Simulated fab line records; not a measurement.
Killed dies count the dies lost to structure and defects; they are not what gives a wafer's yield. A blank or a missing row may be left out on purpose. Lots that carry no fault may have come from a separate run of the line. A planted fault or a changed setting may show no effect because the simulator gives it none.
fab line records ; flow berkeleyCmos170 ; part 1 of 2: steps 1 to 28 of 38
record: lots: 5; wafers: 15; lastDay: 12
route steps=331 shown PLDD@147 NLDD@158 SPACER@171 PSD@175
lots that met no fault: taken from a fault-free run of the same line
startH: hours from the record's opening day to when the first of the lot's shown wafers began ; waitH: hours since the lot's step before ; " unchanged from the row above ; L1.1+2: several wafers, shown together as one row ; - no value, or no start given ; * or withheld: withheld ; < > ~ a bound
route shown NAME@n: NAME is a module with steps in the file, n the number in the route of the first one ; usual: mean and standard deviation over wafers with no fault ; same: alike in all rows ; chamber/n: place in a boat ; sites: per-site readings ; _std_site: standard deviation of those values ; _edge_site: the outer-site mean with the inner-site mean subtracted ; radiusMm: for every site, how far away it sits from the centre of the wafer ; mask NAME#n: copy n ; behind: the tool/chamber that last shaped the wafer ; hold: why the lot went on hold/how many hours it stayed there/how the hold came to an end ; device: which transistor (n, p or np) failed to switch ; end of line: tests of these same wafers at the route's end ; a step without rows: its recipe alone ; killed: dies that structure and defects cost at the first sort, which is not the same as the wafer's yield ; map: shows each die of a wafer: x if killed, . if not, _ if none is there
set.NAME: the setting as run; set.NAME@STEP: as run at that earlier step ; model.NAME: the simulator's own value behind a step, which no gauge read
lots seen at some steps along the route; tables by step, rows by wafer
services: the hour from which a tool's chamber was out of use, counted from the record's first day as startH (under 0 if before that day), plus the number of hours and why
== steps ==
step: UCB170_PLDD_SOFTBAKE_02
recipe: resist: KrF; tempC: 130; timeS: 60
usual: chillPlateTempC: 22.99/0.1
lot.wafer;tool;chamber;startH;waitH;chillPlateTempC
L075.1;lithoTrack-01;0;157.45;0.1;23.03
L075.3;lithoTrack-01;0;157.45;0.1;22.97
L075.6;lithoTrack-01;0;157.45;0.1;22.94
L076.1;lithoTrack-03;0;158.51;0.1;23.01
L076.2;lithoTrack-03;0;158.51;0.1;22.91
L076.4;lithoTrack-03;0;158.51;0.1;22.84
L083.1;lithoTrack-03;0;199.34;0.1;23.06
L083.4;lithoTrack-03;0;199.34;0.1;23.02
L083.6;lithoTrack-03;0;199.34;0.1;22.93
L090.2;lithoTrack-03;0;223.09;0.1;23.15
L090.3;lithoTrack-03;0;223.09;0.1;23.15
L090.6;lithoTrack-03;0;223.09;0.1;23.09
L097.4;lithoTrack-03;0;257.34;0.1;23.11
L097.5;lithoTrack-03;0;257.34;0.1;23.01
L097.6;lithoTrack-03;0;257.34;0.1;23.00
step: UCB170_PLDD_EXPOSE_03
recipe: maskId: PSELECT; na: 0.5; sigmaOuter: 0.6; sourceShape: conventional; targetCdNm: 1200; doseMj: 30
lot.wafer;tool;chamber;startH;waitH;mask
L075.1+3+6;krfScanner-01;0;157.73;0.2;PSELECT#0
L076.1+2+4;krfScanner-01;0;158.79;0.2;PSELECT#0
L083.1+4+6;krfScanner-02;0;199.49;0.1;PSELECT#0
L090.2+3+6;krfScanner-02;0;223.36;0.2;PSELECT#0
L097.4+5+6;krfScanner-02;0;257.60;0.2;PSELECT#0
step: UCB170_PLDD_PEB_04
recipe: pebTempC: 130; pebTimeS: withheld; resist: KrF
usual: chillPlateTempC: 23.01/0.093
lot.wafer;tool;chamber;startH;waitH;chillPlateTempC
L075.1;lithoTrack-01;0;158.05;0.3;22.83
L075.3;lithoTrack-01;0;158.05;0.3;22.84
L075.6;lithoTrack-01;0;158.05;0.3;23.04
L076.1;lithoTrack-04;0;158.90;0.1;23.06
L076.2;lithoTrack-04;0;158.90;0.1;22.93
L076.4;lithoTrack-04;0;158.90;0.1;22.84
L083.1;lithoTrack-03;0;199.61;0.1;22.90
L083.4;lithoTrack-03;0;199.61;0.1;23.09
L083.6;lithoTrack-03;0;199.61;0.1;22.95
L090.2;lithoTrack-04;0;223.64;0.3;23.00
L090.3;lithoTrack-04;0;223.64;0.3;23.11
L090.6;lithoTrack-04;0;223.64;0.3;23.21
L097.4;lithoTrack-03;0;257.94;0.3;23.09
L097.5;lithoTrack-03;0;257.94;0.3;23.00
L097.6;lithoTrack-03;0;257.94;0.3;23.04
step: UCB170_PLDD_DEVELOP_05
recipe: developer: TMAH; developTimeS: 45; resist: KrF; devTempC: 21
usual: chillPlateTempC: 23.01/0.092; developerTempC: 21.00/0.095
lot.wafer;tool;chamber;startH;waitH;chillPlateTempC;developerTempC
L075.1;lithoTrack-01;0;-;-;22.91;21.08
L075.3;lithoTrack-01;0;-;-;23.08;21.13
L075.6;lithoTrack-01;0;-;-;23.17;20.91
L076.1;lithoTrack-04;0;-;-;23.18;20.95
L076.2;lithoTrack-04;0;-;-;23.04;20.90
L076.4;lithoTrack-04;0;-;-;23.13;21.04
L083.1;lithoTrack-03;0;-;-;23.02;21.00
L083.4;lithoTrack-03;0;-;-;23.08;21.10
L083.6;lithoTrack-03;0;-;-;22.98;20.99
L090.2;lithoTrack-04;0;-;-;23.12;20.87
L090.3;lithoTrack-04;0;-;-;23.01;20.87
L090.6;lithoTrack-04;0;-;-;23.21;21.02
L097.4;lithoTrack-03;0;-;-;22.89;20.95
L097.5;lithoTrack-03;0;-;-;22.93;20.95
L097.6;lithoTrack-03;0;-;-;23.08;20.81
step: UCB170_PLDD_CD_MEAS_06
recipe: targetCdNm: 1200
usual: cdNm: 1200.0/1.2
lot.wafer;tool;chamber;startH;waitH;cdNm
L075.1;cdSem-01;-;158.33;-;1200.2
L075.3;cdSem-01;-;158.33;-;1199.4
L075.6;cdSem-01;-;158.33;-;1200.9
L076.1;cdSem-01;-;159.18;-;1200.2
L076.2;cdSem-01;-;159.18;-;1199.7
L076.4;cdSem-01;-;159.18;-;1199.8
L083.1;cdSem-01;-;199.89;-;1200.4
L083.4;cdSem-01;-;199.89;-;1202.1
L083.6;cdSem-01;-;199.89;-;1201.6
L090.2;cdSem-02;-;223.91;-;1200.3
L090.3;cdSem-02;-;223.91;-;1199.8
L090.6;cdSem-02;-;223.91;-;1199.9
L097.4;cdSem-02;-;258.27;-;1199.9
L097.5;cdSem-02;-;258.27;-;1200.2
L097.6;cdSem-02;-;258.27;-;1199.4
step: UCB170_PLDD_OVL_MEAS_07
usual: PLDD_OVL: -1/5.9
lot.wafer;tool;chamber;startH;waitH;PLDD_OVL[nm]
L075.1;overlay-01;-;158.45;0.1;-10
L075.3;overlay-01;-;158.45;0.1;-5
L075.6;overlay-01;-;158.45;0.1;-6
L076.1;overlay-02;-;159.30;0.1;6
L076.2;overlay-02;-;159.30;0.1;8
L076.4;overlay-02;-;159.30;0.1;2
L083.1;overlay-02;-;200.01;0.1;-12
L083.4;overlay-02;-;200.01;0.1;-15
L083.6;overlay-02;-;200.01;0.1;-17
L090.2;overlay-02;-;224.02;0.1;1
L090.3;overlay-02;-;224.02;0.1;-7
L090.6;overlay-02;-;224.02;0.1;2
L097.4;overlay-02;-;258.35;0.1;-2
L097.5;overlay-02;-;258.35;0.1;-10
L097.6;overlay-02;-;258.35;0.1;-1
step: UCB170_PLDD_IMPLANT_08
recipe: species: BF2; doseCm2: 5e+13; energyKev: 10; tiltDeg: 7; rotationDeg: 0
lot.wafer;tool;chamber;startH;waitH
L075.1+3+6;implanter-01;0;158.48;0.0
L076.1+2+4;implanter-03;0;159.33;0.0
L083.1+4+6;implanter-03;0;200.04;0.0
L090.2+3+6;implanter-01;0;224.07;0.0
L097.4+5+6;implanter-04;0;258.44;0.1
step: UCB170_PLDD_IMPLANT_09
recipe: species: BF2; doseCm2: 5e+13; energyKev: 10; tiltDeg: 7; rotationDeg: 180
lot.wafer;tool;chamber;startH;waitH
L075.1+3+6;implanter-01;0;158.63;0.1
L076.1+2+4;implanter-03;0;159.48;0.1
L083.1+4+6;implanter-03;0;200.19;0.1
L090.2+3+6;implanter-01;0;224.22;0.1
L097.4+5+6;implanter-04;0;258.59;0.1
step: UCB170_PLDD_STRIP_10
recipe: chemistry: O2; powerW: 400; pressureMtorr: 3500; platenTempC: withheld; o2FlowSccm: 400; overashFraction: 0.5
usual: drypumpMotorCurrentA: 5.7/0.33; o2FlowSccm: 400.2/1.1; oesProductAu: 0.734/0.0043; stripTimeToEndpointS: 21.62/0.071
lot.wafer;tool;chamber;startH;waitH;drypumpMotorCurrentA;o2FlowSccm;oesProductAu;rfHoursCounterH;stripTimeToEndpointS
L075.1;plasmaAsher-04;1;158.78;0.1;5.5;397.6;0.736;38;21.53
L075.3;plasmaAsher-04;0;158.78;0.1;6.3;401.2;0.736;-;21.57
L075.6;plasmaAsher-04;1;158.78;0.1;5.4;399.1;0.735;-;21.51
L076.1;plasmaAsher-04;0;159.63;0.1;6.2;400.0;0.731;38;21.64
L076.2;plasmaAsher-04;1;159.63;0.1;5.5;398.2;0.739;38;21.63
L076.4;plasmaAsher-04;0;159.63;0.1;6.3;400.6;0.735;-;21.61
L083.1;plasmaAsher-01;1;200.34;0.1;5.5;398.8;0.735;52;21.62
L083.4;plasmaAsher-01;1;200.34;0.1;5.5;399.7;0.735;-;21.64
L083.6;plasmaAsher-01;0;200.34;0.1;5.9;398.8;0.733;-;21.63
L090.2;plasmaAsher-04;0;224.35;0.1;6.2;399.8;0.735;44;21.62
L090.3;plasmaAsher-04;0;224.35;0.1;6.2;400.5;0.737;-;21.64
L090.6;plasmaAsher-04;1;224.35;0.1;5.4;399.6;0.729;-;21.66
L097.4;plasmaAsher-04;1;258.70;0.1;5.4;400.7;0.736;-;21.65
L097.5;plasmaAsher-04;0;258.70;0.1;6.2;400.6;0.732;-;21.63
L097.6;plasmaAsher-04;1;258.70;0.1;5.4;399.6;0.729;-;21.64
step: UCB170_PLDD_TW_MEAS_11
usual: PLDD_TW: 1012/4.7
lot.wafer;tool;chamber;startH;waitH;PLDD_TW
L075.1;filmMetro-03;-;158.88;0.1;1008
L075.3;filmMetro-03;-;158.88;0.1;1016
L075.6;filmMetro-03;-;158.88;0.1;1013
L076.1;filmMetro-01;-;159.96;0.3;1006
L076.2;filmMetro-01;-;159.96;0.3;1008
L076.4;filmMetro-01;-;159.96;0.3;1005
L083.1;filmMetro-02;-;200.44;0.1;1016
L083.4;filmMetro-02;-;200.44;0.1;1015
L083.6;filmMetro-02;-;200.44;0.1;1021
L090.2;filmMetro-01;-;224.46;0.1;1005
L090.3;filmMetro-01;-;224.46;0.1;1011
L090.6;filmMetro-01;-;224.46;0.1;1010
L097.4;filmMetro-01;-;258.80;0.1;1017
L097.5;filmMetro-01;-;258.80;0.1;1015
L097.6;filmMetro-01;-;258.80;0.1;1012
step: UCB170_PLDD_CLEAN_12
recipe: chemistry: SPM; tempC: 120; timeS: 600
lot.wafer;tool;chamber;startH;waitH
L075.1+3+6;wetBench-02;2;159.54;0.6
L076.1+2+4;wetBench-02;3;160.02;0.1
L083.1+4+6;wetBench-02;1;200.50;0.1
L090.2+3+6;wetBench-03;3;224.58;0.1
L097.4+5+6;wetBench-02;0;258.83;0.0
step: UCB170_NLDD_HMDS_00
recipe: primeTimeS: 60; primeTempC: 100
usual: chillPlateTempC: 23.03/0.11
lot.wafer;tool;chamber;startH;waitH;chillPlateTempC
L075.1;lithoTrack-01;0;159.73;0.0;23.13
L075.3;lithoTrack-01;0;159.73;0.0;22.91
L075.6;lithoTrack-01;0;159.73;0.0;23.15
L076.1;lithoTrack-01;0;160.21;0.0;22.94
L076.2;lithoTrack-01;0;160.21;0.0;23.01
L076.4;lithoTrack-01;0;160.21;0.0;23.23
L083.1;lithoTrack-01;0;200.69;0.0;22.94
L083.4;lithoTrack-01;0;200.69;0.0;23.11
L083.6;lithoTrack-01;0;200.69;0.0;23.03
L090.2;lithoTrack-04;0;224.78;0.0;22.81
L090.3;lithoTrack-04;0;224.78;0.0;23.04
L090.6;lithoTrack-04;0;224.78;0.0;22.88
L097.4;lithoTrack-02;0;259.12;0.1;23.06
L097.5;lithoTrack-02;0;259.12;0.1;23.01
L097.6;lithoTrack-02;0;259.12;0.1;22.83
step: UCB170_NLDD_COAT_01
recipe: resist: KrF; spinRpm: 1485; resistThkNm: 900
usual: chillPlateTempC: 22.99/0.11; dispensePressureKPa: 49.9/2.7
lot.wafer;tool;chamber;startH;waitH;chillPlateTempC;dispensePressureKPa
L075.1;lithoTrack-01;0;159.88;0.1;23.00;52.5
L075.3;lithoTrack-01;0;159.88;0.1;22.94;52.5
L075.6;lithoTrack-01;0;159.88;0.1;22.97;52.5
L076.1;lithoTrack-01;0;160.36;0.1;22.88;52.5
L076.2;lithoTrack-01;0;160.36;0.1;22.93;52.5
L076.4;lithoTrack-01;0;160.36;0.1;22.81;52.6
L083.1;lithoTrack-01;0;200.84;0.1;23.12;52.5
L083.4;lithoTrack-01;0;200.84;0.1;22.92;52.5
L083.6;lithoTrack-01;0;200.84;0.1;23.12;52.5
L090.2;lithoTrack-04;0;224.93;0.1;22.90;46.5
L090.3;lithoTrack-04;0;224.93;0.1;23.01;46.5
L090.6;lithoTrack-04;0;224.93;0.1;22.98;46.5
L097.4;lithoTrack-02;0;259.27;0.1;23.19;51.8
L097.5;lithoTrack-02;0;259.27;0.1;23.03;51.8
L097.6;lithoTrack-02;0;259.27;0.1;23.04;51.7
step: UCB170_NLDD_SOFTBAKE_02
recipe: resist: KrF; tempC: 130; timeS: 60
usual: chillPlateTempC: 23.01/0.11
lot.wafer;tool;chamber;startH;waitH;chillPlateTempC
L075.1;lithoTrack-01;0;160.03;0.1;23.20
L075.3;lithoTrack-01;0;160.03;0.1;22.89
L075.6;lithoTrack-01;0;160.03;0.1;23.02
L076.1;lithoTrack-01;0;160.51;0.1;22.97
L076.2;lithoTrack-01;0;160.51;0.1;23.01
L076.4;lithoTrack-01;0;160.51;0.1;23.02
L083.1;lithoTrack-01;0;200.99;0.1;22.95
L083.4;lithoTrack-01;0;200.99;0.1;23.02
L083.6;lithoTrack-01;0;200.99;0.1;23.17
L090.2;lithoTrack-04;0;225.08;0.1;23.10
L090.3;lithoTrack-04;0;225.08;0.1;22.85
L090.6;lithoTrack-04;0;225.08;0.1;22.89
L097.4;lithoTrack-02;0;259.42;0.1;23.34
L097.5;lithoTrack-02;0;259.42;0.1;23.25
L097.6;lithoTrack-02;0;259.42;0.1;23.21
step: UCB170_NLDD_EXPOSE_03
recipe: maskId: NSELECT; na: 0.5; sigmaOuter: 0.6; sourceShape: conventional; targetCdNm: 1200; doseMj: 30
lot.wafer;tool;chamber;startH;waitH;mask
L075.1+3+6;krfScanner-02;0;160.18;0.1;NSELECT#0
L076.1+2+4;krfScanner-02;0;160.93;0.4;NSELECT#0
L083.1+4+6;krfScanner-01;0;201.27;0.2;NSELECT#0
L090.2+3+6;krfScanner-02;0;225.23;0.1;NSELECT#0
L097.4+5+6;krfScanner-01;0;259.67;0.2;NSELECT#0
step: UCB170_NLDD_PEB_04
recipe: pebTempC: 130; pebTimeS: withheld; resist: KrF
usual: chillPlateTempC: 23.01/0.1
lot.wafer;tool;chamber;startH;waitH;chillPlateTempC
L075.1;lithoTrack-02;0;160.48;0.3;23.08
L075.3;lithoTrack-02;0;160.48;0.3;22.96
L075.6;lithoTrack-02;0;160.48;0.3;22.94
L076.1;lithoTrack-02;0;161.04;0.1;23.04
L076.2;lithoTrack-02;0;161.04;0.1;22.96
L076.4;lithoTrack-02;0;161.04;0.1;23.11
L083.1;lithoTrack-02;0;201.38;0.1;23.11
L083.4;lithoTrack-02;0;201.38;0.1;22.99
L083.6;lithoTrack-02;0;201.38;0.1;23.09
L090.2;lithoTrack-04;0;225.35;0.1;22.94
L090.3;lithoTrack-04;0;225.35;0.1;23.10
L090.6;lithoTrack-04;0;225.35;0.1;23.10
L097.4;lithoTrack-04;0;260.36;0.7;22.93
L097.5;lithoTrack-04;0;260.36;0.7;22.84
L097.6;lithoTrack-04;0;260.36;0.7;22.94
step: UCB170_NLDD_DEVELOP_05
recipe: developer: TMAH; developTimeS: 45; resist: KrF; devTempC: 21
usual: chillPlateTempC: 22.97/0.11; developerTempC: 20.98/0.11
lot.wafer;tool;chamber;startH;waitH;chillPlateTempC;developerTempC
L075.1;lithoTrack-02;0;-;-;22.96;20.87
L075.3;lithoTrack-02;0;-;-;23.06;20.82
L075.6;lithoTrack-02;0;-;-;23.05;20.90
L076.1;lithoTrack-02;0;-;-;22.87;20.98
L076.2;lithoTrack-02;0;-;-;22.82;21.06
L076.4;lithoTrack-02;0;-;-;22.98;21.02
L083.1;lithoTrack-02;0;-;-;22.87;20.82
L083.4;lithoTrack-02;0;-;-;23.11;21.01
L083.6;lithoTrack-02;0;-;-;22.97;20.96
L090.2;lithoTrack-04;0;-;-;23.06;20.73
L090.3;lithoTrack-04;0;-;-;22.87;20.76
L090.6;lithoTrack-04;0;-;-;22.93;20.86
L097.4;lithoTrack-04;0;-;-;22.87;20.99
L097.5;lithoTrack-04;0;-;-;22.86;20.96
L097.6;lithoTrack-04;0;-;-;23.08;21.08
step: UCB170_NLDD_CD_MEAS_06
recipe: targetCdNm: 1200
usual: cdNm: 1199.7/1.8
lot.wafer;tool;chamber;startH;waitH;cdNm
L075.1;cdSem-01;-;160.75;-;1199.1
L075.3;cdSem-01;-;160.75;-;1196.7
L075.6;cdSem-01;-;160.75;-;1198.1
L076.1;cdSem-02;-;161.32;-;1197.8
L076.2;cdSem-02;-;161.32;-;1198.3
L076.4;cdSem-02;-;161.32;-;1198.4
L083.1;cdSem-01;-;201.66;-;1201.4
L083.4;cdSem-01;-;201.66;-;1201.0
L083.6;cdSem-01;-;201.66;-;1200.8
L090.2;cdSem-02;-;225.62;-;1198.4
L090.3;cdSem-02;-;225.62;-;1197.4
L090.6;cdSem-02;-;225.62;-;1199.0
L097.4;cdSem-01;-;260.62;-;1201.1
L097.5;cdSem-01;-;260.62;-;1199.8
L097.6;cdSem-01;-;260.62;-;1200.7
step: UCB170_NLDD_OVL_MEAS_07
usual: NLDD_OVL: -1/4.8
lot.wafer;tool;chamber;startH;waitH;NLDD_OVL[nm]
L075.1;overlay-02;-;160.87;0.1;-6
L075.3;overlay-02;-;160.87;0.1;-1
L075.6;overlay-02;-;160.87;0.1;3
L076.1;overlay-02;-;161.44;0.1;4
L076.2;overlay-02;-;161.44;0.1;11
L076.4;overlay-02;-;161.44;0.1;7
L083.1;overlay-01;-;201.78;0.1;7
L083.4;overlay-01;-;201.78;0.1;0
L083.6;overlay-01;-;201.78;0.1;0
L090.2;overlay-01;-;225.72;0.1;0
L090.3;overlay-01;-;225.72;0.1;-2
L090.6;overlay-01;-;225.72;0.1;1
L097.4;overlay-02;-;260.70;0.1;3
L097.5;overlay-02;-;260.70;0.1;0
L097.6;overlay-02;-;260.70;0.1;9
step: UCB170_NLDD_IMPLANT_08
recipe: species: As; doseCm2: 5e+13; energyKev: 30; tiltDeg: 7; rotationDeg: 0
lot.wafer;tool;chamber;startH;waitH
L075.1+3+6;implanter-02;0;160.91;0.0
L076.1+2+4;implanter-02;0;161.47;0.0
L083.1+4+6;implanter-02;0;201.82;0.0
L090.2+3+6;implanter-02;0;225.78;0.0
L097.4+5+6;implanter-03;0;260.79;0.1
step: UCB170_NLDD_IMPLANT_09
recipe: species: As; doseCm2: 5e+13; energyKev: 30.28; tiltDeg: 7; rotationDeg: 180
lot.wafer;tool;chamber;startH;waitH
L075.1+3+6;implanter-02;0;161.06;0.1
L076.1+2+4;implanter-02;0;161.62;0.1
L083.1+4+6;implanter-02;0;201.97;0.1
L090.2+3+6;implanter-02;0;225.93;0.1
L097.4+5+6;implanter-03;0;260.94;0.1
step: UCB170_NLDD_STRIP_10
recipe: chemistry: O2; powerW: 400; pressureMtorr: 3500; platenTempC: withheld; o2FlowSccm: 400; overashFraction: 0.5
usual: drypumpMotorCurrentA: 5.58/0.19; o2FlowSccm: 400.0/1.4; oesProductAu: 0.735/0.0042; stripTimeToEndpointS: 21.78/0.062
lot.wafer;tool;chamber;startH;waitH;drypumpMotorCurrentA;o2FlowSccm;oesProductAu;rfHoursCounterH;stripTimeToEndpointS
L075.1;plasmaAsher-03;0;161.21;0.1;5.48;400.0;0.742;41;21.78
L075.3;plasmaAsher-03;1;161.21;0.1;5.64;398.3;0.731;-;21.76
L075.6;plasmaAsher-03;0;161.21;0.1;5.45;400.1;0.733;-;21.77
L076.1;plasmaAsher-02;1;161.77;0.1;5.73;400.2;0.731;5;21.71
L076.2;plasmaAsher-02;0;161.77;0.1;5.26;401.9;0.736;5;21.67
L076.4;plasmaAsher-02;1;161.77;0.1;5.76;399.8;0.743;-;21.67
L083.1;plasmaAsher-01;1;202.12;0.1;5.49;399.9;0.739;52;21.69
L083.4;plasmaAsher-01;0;202.12;0.1;5.89;401.4;0.736;-;21.70
L083.6;plasmaAsher-01;0;202.12;0.1;5.90;398.7;0.737;-;21.78
L090.2;plasmaAsher-01;0;226.05;0.1;5.85;401.1;0.740;55;21.76
L090.3;plasmaAsher-01;1;226.05;0.1;5.49;399.6;0.734;-;21.80
L090.6;plasmaAsher-01;1;226.05;0.1;5.48;401.3;0.735;-;21.83
L097.4;plasmaAsher-03;0;261.05;0.1;5.47;399.8;0.732;-;21.75
L097.5;plasmaAsher-03;1;261.05;0.1;5.64;399.8;0.737;-;21.69
L097.6;plasmaAsher-03;0;261.05;0.1;5.40;397.9;0.731;-;21.61
step: UCB170_NLDD_TW_MEAS_11
usual: NLDD_TW: 2223/10
lot.wafer;tool;chamber;startH;waitH;NLDD_TW
L075.1;filmMetro-01;-;161.31;0.1;2213
L075.3;filmMetro-01;-;161.31;0.1;2223
L075.6;filmMetro-01;-;161.31;0.1;2211
L076.1;filmMetro-02;-;161.87;0.1;2204
L076.2;filmMetro-02;-;161.87;0.1;2208
L076.4;filmMetro-02;-;161.87;0.1;2211
L083.1;filmMetro-01;-;202.22;0.1;2213
L083.4;filmMetro-01;-;202.22;0.1;2227
L083.6;filmMetro-01;-;202.22;0.1;2226
L090.2;filmMetro-02;-;226.16;0.1;2215
L090.3;filmMetro-02;-;226.16;0.1;2221
L090.6;filmMetro-02;-;226.16;0.1;2221
L097.4;filmMetro-03;-;261.14;0.1;2218
L097.5;filmMetro-03;-;261.14;0.1;2216
L097.6;filmMetro-03;-;261.14;0.1;2215
step: UCB170_NLDD_CLEAN_12
recipe: chemistry: SPM; tempC: 120; timeS: 600
lot.wafer;tool;chamber;startH;waitH
L075.1+3+6;wetBench-03;0;161.37;0.1
L076.1+2+4;wetBench-03;1;162.06;0.2
L083.1+4+6;wetBench-04;0;202.28;0.1
L090.2+3+6;wetBench-03;1;226.21;0.0
L097.4+5+6;wetBench-01;1;261.17;0.0
step: UCB170_SPACER_CVD_00
recipe: material: SiO2; targetThkNm: 376; tempC: 390; precursor: TEOS/O2; timeS: 47; rfW: 550; pressureMtorr: 9000
usual: heaterPowerW: 262/48
lot.wafer;tool;chamber;startH;waitH;heaterPowerW
L075.1;pecvd-04;0;161.55;0.0;322
L075.3;pecvd-04;2;161.55;0.0;274
L075.6;pecvd-04;2;161.55;0.0;285
L076.1;pecvd-04;1;162.23;0.0;282
L076.2;pecvd-04;2;162.23;0.0;296
L076.4;pecvd-04;0;162.23;0.0;273
L083.1;pecvd-03;2;202.45;0.0;218
L083.4;pecvd-03;0;202.45;0.0;281
L083.6;pecvd-03;2;202.45;0.0;235
L090.2;pecvd-03;0;226.39;0.0;215
L090.3;pecvd-03;2;226.39;0.0;266
L090.6;pecvd-03;0;226.39;0.0;226
L097.4;pecvd-02;1;261.37;0.0;254
L097.5;pecvd-02;2;261.37;0.0;294
L097.6;pecvd-02;0;261.37;0.0;188
step: UCB170_SPACER_THK_MEAS_01
recipe: reads: SiO2_of_SPACER_CVD_00
usual: SPACER_TEOS_THK: 376/4.6
lot.wafer;tool;chamber;startH;waitH;SPACER_TEOS_THK[nm]
L075.1;filmMetro-04;-;161.59;0.0;373
L075.3;filmMetro-04;-;161.59;0.0;368
L075.6;filmMetro-04;-;161.59;0.0;376
L076.1;filmMetro-04;-;162.28;0.0;372
L076.2;filmMetro-04;-;162.28;0.0;376
L076.4;filmMetro-04;-;162.28;0.0;381
L083.1;filmMetro-03;-;202.49;0.0;369
L083.4;filmMetro-03;-;202.49;0.0;377
L083.6;filmMetro-03;-;202.49;0.0;372
L090.2;filmMetro-01;-;226.44;0.0;376
L090.3;filmMetro-01;-;226.44;0.0;372
L090.6;filmMetro-01;-;226.44;0.0;381
L097.4;filmMetro-04;-;261.42;0.0;379
L097.5;filmMetro-04;-;261.42;0.0;375
L097.6;filmMetro-04;-;261.42;0.0;374
step: UCB170_SPACER_ANNEAL_02
recipe: tempC: 900; timeS: 1800; ambient: N2
lot.wafer;tool;chamber;startH;waitH
L075.1+3+6;furnace-01;0;165.58;4.0
L076.1+2+4;furnace-01;0;165.58;3.3
L083.1+4+6;furnace-04;0;206.85;4.3
L090.2+3+6;furnace-01;0;230.41;4.0
L097.4+5+6;furnace-01;0;265.49;4.1
step: UCB170_SPACER_ETCHBACK_03
recipe: stopOn: Si; target: SiO2; chemistry: CHF3/CF4/Ar; CHF3_flow_sccm: 50; cf4FlowSccm: 10; Ar_flow_sccm: 120; pressureMtorr: 200; rfW: 500; targetDepthA: 3760; timeS: 100
usual: drypumpMotorCurrentA: 5.5/0.33; oesProductAu: 0.889/0.016; throttleValvePct: 6.52/0.077
lot.wafer;tool;chamber;startH;waitH;drypumpMotorCurrentA;oesProductAu;rfHoursCounterH;throttleValvePct
L075.1;rieDiel-01;1;167.08;0.0;5.3;0.871;62;6.52
L075.3;rieDiel-01;3;167.08;0.0;5.9;0.877;2;6.60
L075.6;rieDiel-01;2;167.08;0.0;5.6;0.889;-;6.48
L076.1;rieDiel-01;3;167.15;0.1;5.9;0.881;2;6.63
L076.2;rieDiel-01;1;167.15;0.1;5.3;0.876;63;6.51
L076.4;rieDiel-01;3;167.15;0.1;5.9;0.893;-;6.62
L083.1;rieDiel-02;2;208.35;0.0;5.2;0.860;70;6.58
L083.4;rieDiel-02;3;208.35;0.0;5.6;0.894;14;6.39
L083.6;rieDiel-02;2;208.35;0.0;5.2;0.868;-;6.57
L090.2;rieDiel-03;3;231.91;0.0;5.0;0.881;13;6.60
L090.3;rieDiel-03;0;231.91;0.0;6.1;0.906;3;6.56
L090.6;rieDiel-03;3;231.91;0.0;5.0;0.887;-;6.59
L097.4;rieDiel-03;1;266.99;0.0;5.8;0.901;2;6.61
L097.5;rieDiel-03;2;266.99;0.0;5.4;0.891;-;6.45
L097.6;rieDiel-03;3;266.99;0.0;5.0;0.880;-;6.60
